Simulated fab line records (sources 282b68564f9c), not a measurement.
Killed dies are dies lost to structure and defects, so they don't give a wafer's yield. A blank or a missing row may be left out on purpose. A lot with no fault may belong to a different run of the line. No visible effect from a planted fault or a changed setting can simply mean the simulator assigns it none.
Which tool is to blame? | flow rit-cmos | Sampling: 14 lots, 42 wafers, 2 of 202 route steps

## WHAT THE GAUGES SHOWED, per wafer
No reading from a measuring or inspecting step in the record can be judged against a usual standard deviation.

## EACH LOT AND THE TOOL THAT RAN IT (in order: tool; ch and the chambers of the sampled wafers; start)
lot  | RIT_SILICIDE_RTA_06             | RIT_M1_PROBE_99
L132 | rtp-anneal-01 ch 0, day 3 05:43 | -
L133 | rtp-anneal-02 ch 0, day 3 12:00 | -
L134 | rtp-anneal-02 ch 0, day 3 17:58 | -
L135 | rtp-anneal-02 ch 0, day 3 18:23 | -
L137 | rtp-anneal-02 ch 0, day 4 08:07 | -
L138 | rtp-anneal-01 ch 0, day 4 10:02 | -
L139 | rtp-anneal-02 ch 0, day 4 13:49 | prober-02, day 4 21:35
L142 | rtp-anneal-01 ch 0, day 5 05:49 | -
L146 | rtp-anneal-01 ch 0, day 6 01:52 | -
L148 | rtp-anneal-01 ch 0, day 6 12:11 | -
L149 | rtp-anneal-02 ch 0, day 6 16:04 | -
L151 | rtp-anneal-02 ch 0, day 7 04:08 | -
L153 | rtp-anneal-02 ch 0, day 7 13:04 | -
L155 | rtp-anneal-02 ch 0, day 7 22:41 | -
- RIT_SILICIDE_RTA_06: time 10 s, ramp up 5 s, ramp down 10 s.
- RIT_M1_PROBE_99

## AS READ BY THE TOOLS THEMSELVES (means over the sampled wafers that have a number; for cases with no such wafer, the mark the record gives instead)
RIT_SILICIDE_RTA_06. Usual: wafer_temp_C_max reads 755.1 (standard deviation 1.4).
lot  | tool          | wafer_temp_C_max | flag
L132 | rtp-anneal-01 | 757.3            |
L133 | rtp-anneal-02 | 753.7            |
L134 | rtp-anneal-02 | 755.6            |
L135 | rtp-anneal-02 | 754.3            |
L137 | rtp-anneal-02 | 753.6            |
L138 | rtp-anneal-01 | 757.0            |
L139 | rtp-anneal-02 | 753.9            |
L142 | rtp-anneal-01 | 756.2            |
L146 | rtp-anneal-01 | 763.5            | OFF
L148 | rtp-anneal-01 | 762.3            | OFF
L149 | rtp-anneal-02 | 754.5            |
L151 | rtp-anneal-02 | 754.8            |
L153 | rtp-anneal-02 | 754.4            |
L155 | rtp-anneal-02 | 753.9            |

RIT_M1_PROBE_99. Usual: killed-at-front-end 7, standard deviation 3.1; killed-dies 7, standard deviation 3.1; killed-open 3.5, standard deviation 2.2; killed-short 3.3, standard deviation 1.9.
lot  | tool      | killed-at-front-end | killed-dies | killed-open | killed-short | flag
L139 | prober-02 | 6                   | 6           | 1.3         | 4.3          |

## THE ANSWER, worked out from the rows above alone
Rule: take the mean of a lot's wafers that have a number; if it is more than 3 standard deviations from the usual mean, the lot is off. A lot without any number at a reading at which 4 lots or more have one is off too. The other lots that the step has rows for count as sound. First the gauges in route order, then the tools' own readings, where a lot's mean is used as printed above. The first step at which some lot is off is used, and at that step the reading that is off furthest; a lot without a number counts as furthest.
Off at RIT_SILICIDE_RTA_06 (wafer_temp_C_max): L146, L148.
A tool fits if, at that step or a process step before it, it ran every lot that is off, and no sound lot after the first of them. One fits: rtp-anneal-01 at RIT_SILICIDE_RTA_06. Its last sound lot is L142 (day 5 05:49), its first lot that is off L146 (day 6 01:52): a fault that began between those two fits.
On the lots that are off, the tool's own readings at RIT_SILICIDE_RTA_06 differ by more than 5 times the standard deviation of the sound lots' means, which bears it out; wafer_temp_C_max reads 762.9 there versus 754.9 on the sound lots.

## WHAT WAS PUT IN BY THE SIMULATOR
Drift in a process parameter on rtp-anneal-01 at RIT_SILICIDE_RTA_06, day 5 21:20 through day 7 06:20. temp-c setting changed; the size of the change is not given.
Lots struck among those shown: L146, L148. The same result came from the rule above.
